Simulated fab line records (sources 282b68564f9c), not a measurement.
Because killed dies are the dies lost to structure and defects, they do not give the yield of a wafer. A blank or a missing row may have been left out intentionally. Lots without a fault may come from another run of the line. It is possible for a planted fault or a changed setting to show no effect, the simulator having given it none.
fab line records	flow rit_cmos
record lots=14	wafers=42	last_day=7
route steps=202 shown CONTACT@179
lots with no fault: from the same line, run without faults
start_h: start of the lot's first displayed wafer, in hours after the record's first day	wait_h: how many hours have passed since the lot's step before this one	" repeats the value in the row above	L1.1+2: one row covering several wafers at once	- no value, or no start given	* or withheld: withheld	< > ~ a bound
route shown NAME@n: NAME is a module with steps in the file, n the number in the route of the first one	usual: mean/standard deviation of fault-free wafers	same: alike in all rows	chamber/n: place in a boat	sites: readings site by site	_std_site: their standard deviation	_edge_site: the outer-site mean with the inner-site mean subtracted	radius_mm: how far each site lies from the wafer's centre	mask NAME#n: copy n	behind: the last tool/chamber to shape the wafer	hold: what put the lot on hold/how long, in hours/how the hold closed	device: whichever transistor did not switch (one of n, p or np)	end of line: the same wafers' tests at the end of the route	step lacking rows: just its recipe	killed: count of dies lost to structure and defects at first sort (not the wafer's yield)	map: a wafer's dies, marking killed ones x, the rest . and places with no die _
set.NAME: the run value of the setting; set.NAME@STEP: its run value at that earlier step	model.NAME: the simulator's own value behind a step, which no gauge read
a sample of lots followed through the steps of the route, with each step as a table and each wafer as a row
services: from which hour (start_h, from the record's first day; less than 0 if before it) a tool's chamber was out of use, for how many hours, and why
## steps
# step RIT_CONTACT_ETCH_11
# recipe target_depth_a=4800	over_etch_frac=0.2	stop_on=TiSi2	chemistry=CHF3/CF4/Ar	target=SiO2	CHF3_flow_sccm=50	cf4_flow_sccm=10	Ar_flow_sccm=100	O2_flow_sccm=5	pressure_mtorr=100	rf_w=200	time_s=320
# usual drypump_motor_current_A=5.8/0.34	oes_product_au=0.987/0.017	over_etch_frac=0.2/0	rf_fwd_power_W=199.7/0.59	throttle_valve_pct=8.85/0.13
lot.wafer	tool	chamber	start_h	wait_h	drypump_motor_current_A	oes_product_au	over_etch_frac	rf_fwd_power_W	rf_hours_counter_h	throttle_valve_pct
L853.1	rie_diel-01	0	54.55	0.1	6.5	0.964	0.2	200.4	3	9.05
L853.3	"	2	"	"	5.6	0.984	0.2	199.0	165	8.84
L853.4	"	3	"	"	6.1	0.991	0.2	200.4	36	8.68
L854.1	rie_diel-04	3	58.79	0.1	5.3	1.015	0.2	200.1	108	8.99
L854.2	"	1	"	"	6.0	0.975	0.2	200.3	99	8.90
L854.5	"	3	"	"	5.3	1.020	0.2	200.6	-	9.01
L856.1	rie_diel-04	2	66.78	0.1	5.9	0.999	0.2	199.3	121	8.72
L856.2	"	1	"	"	6.0	0.980	0.2	199.4	99	8.88
L856.6	"	2	"	"	5.9	0.988	0.2	199.8	-	8.73
L857.2	rie_diel-04	2	73.43	0.1	5.9	0.986	0.2	200.1	121	8.73
L857.4	"	1	"	"	6.0	0.981	0.2	199.3	-	8.89
L857.5	"	2	"	"	5.9	0.993	0.2	199.4	-	8.74
L858.2	rie_diel-01	3	78.82	0.1	6.1	0.997	0.2	200.3	36	8.69
L858.3	"	2	"	"	5.6	0.987	0.2	199.9	165	8.86
L858.6	"	3	"	"	6.1	1.003	0.2	200.6	-	8.68
L859.1	rie_diel-02	2	82.24	0.1	5.7	0.967	0.2	198.7	83	9.06
L859.2	"	0	"	"	5.6	1.007	0.2	199.3	83	8.67
L859.3	"	1	"	"	5.9	0.978	0.2	199.0	63	8.91
L860.1	rie_diel-02	0	87.02	0.1	5.6	0.999	0.2	199.5	83	8.69
L860.3	"	2	"	"	5.7	0.962	0.2	200.2	83	9.07
L860.5	"	2	"	"	5.7	0.969	0.2	198.1	-	9.06
L862.2	rie_diel-04	0	97.77	0.1	6.3	1.009	0.2	200.0	19	8.82
L862.3	"	3	"	"	5.3	1.019	0.2	200.6	108	8.97
L862.6	"	1	"	"	6.1	0.985	0.2	199.8	-	8.89
L864.2	rie_diel-01	2	106.68	0.1	5.6	0.991	0.2	199.2	0	8.87
L864.3	"	1	"	"	5.7	0.977	0.2	199.6	6	8.69
L864.5	"	1	"	"	5.7	0.976	0.2	199.1	-	8.69
L868.1	rie_diel-04	3	127.89	0.1	5.3	0.998	0.7	200.2	109	8.98
L868.2	"	2	"	"	5.9	0.979	0.7	199.1	122	8.72
L868.3	"	0	"	"	6.3	0.998	0.7	199.9	20	8.81
L871.1	rie_diel-04	3	147.99	0.1	5.3	1.001	0.7	199.1	109	9.01
L871.4	"	2	"	"	5.9	0.983	0.7	200.0	123	8.72
L871.6	"	3	"	"	5.3	1.002	0.7	200.2	-	9.00
L872.2	rie_diel-01	3	152.29	0.1	6.1	0.995	0.2	199.3	38	8.71
L872.4	"	2	"	"	5.6	0.984	0.2	200.1	1	8.86
L872.5	"	2	"	"	5.6	0.995	0.2	199.2	-	8.88
L873.1	rie_diel-02	1	156.50	0.1	5.9	0.985	0.2	199.5	65	8.92
L873.2	"	2	"	"	5.7	0.971	0.2	199.8	84	9.06
L873.3	"	0	"	"	5.6	1.007	0.2	199.6	84	8.70
L874.2	rie_diel-02	1	161.59	0.1	5.9	0.985	0.2	199.1	65	8.92
L874.4	"	0	"	"	5.6	1.002	0.2	199.9	84	8.68
L874.5	"	2	"	"	5.7	0.964	0.2	199.2	-	9.06
## services
tool	chamber	start_h	hours	kind
rie_diel-01	1	59.20	21.4	repair
rie_diel-04	-	62.88	2.8	pm
rie_diel-04	3	70.85	2.9	repair
rie_diel-02	3	78.01	6.5	repair
rie_diel-01	2	80.58	-	clean
rie_diel-01	2	80.58	10.5	scheduled_down
rie_diel-01	2	80.58	10.5	vent_cycle
rie_diel-04	2	156.44	4.2	repair
## key
first_sign step=RIT_CONTACT_ETCH_11	reading=over_etch_frac	direction=up	sigmas=99+	usual=0.2	struck=0.7
effect none on later readings
met_at RIT_CONTACT_ETCH_11
struck_lots L868,L871
tester_left_out L868,L871
onset_between 97.77 127.89
fault kind=process_parameter_drift	tool=rie_diel-04	chamber=-	onset_h=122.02	steps=RIT_CONTACT_ETCH_11	channel=over_etch_frac	offset=0.5	shape=step	end_h=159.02	acts_in=these_recipes_only	stated=0.2
# tester_left_out: of these lots the tester's yield and bins aren't shown, on N5 and GAA mostly nor the transistor test; their killed dies are dies lost to structure and defects alone, not to doping, threshold or leakage, so they don't give the yield
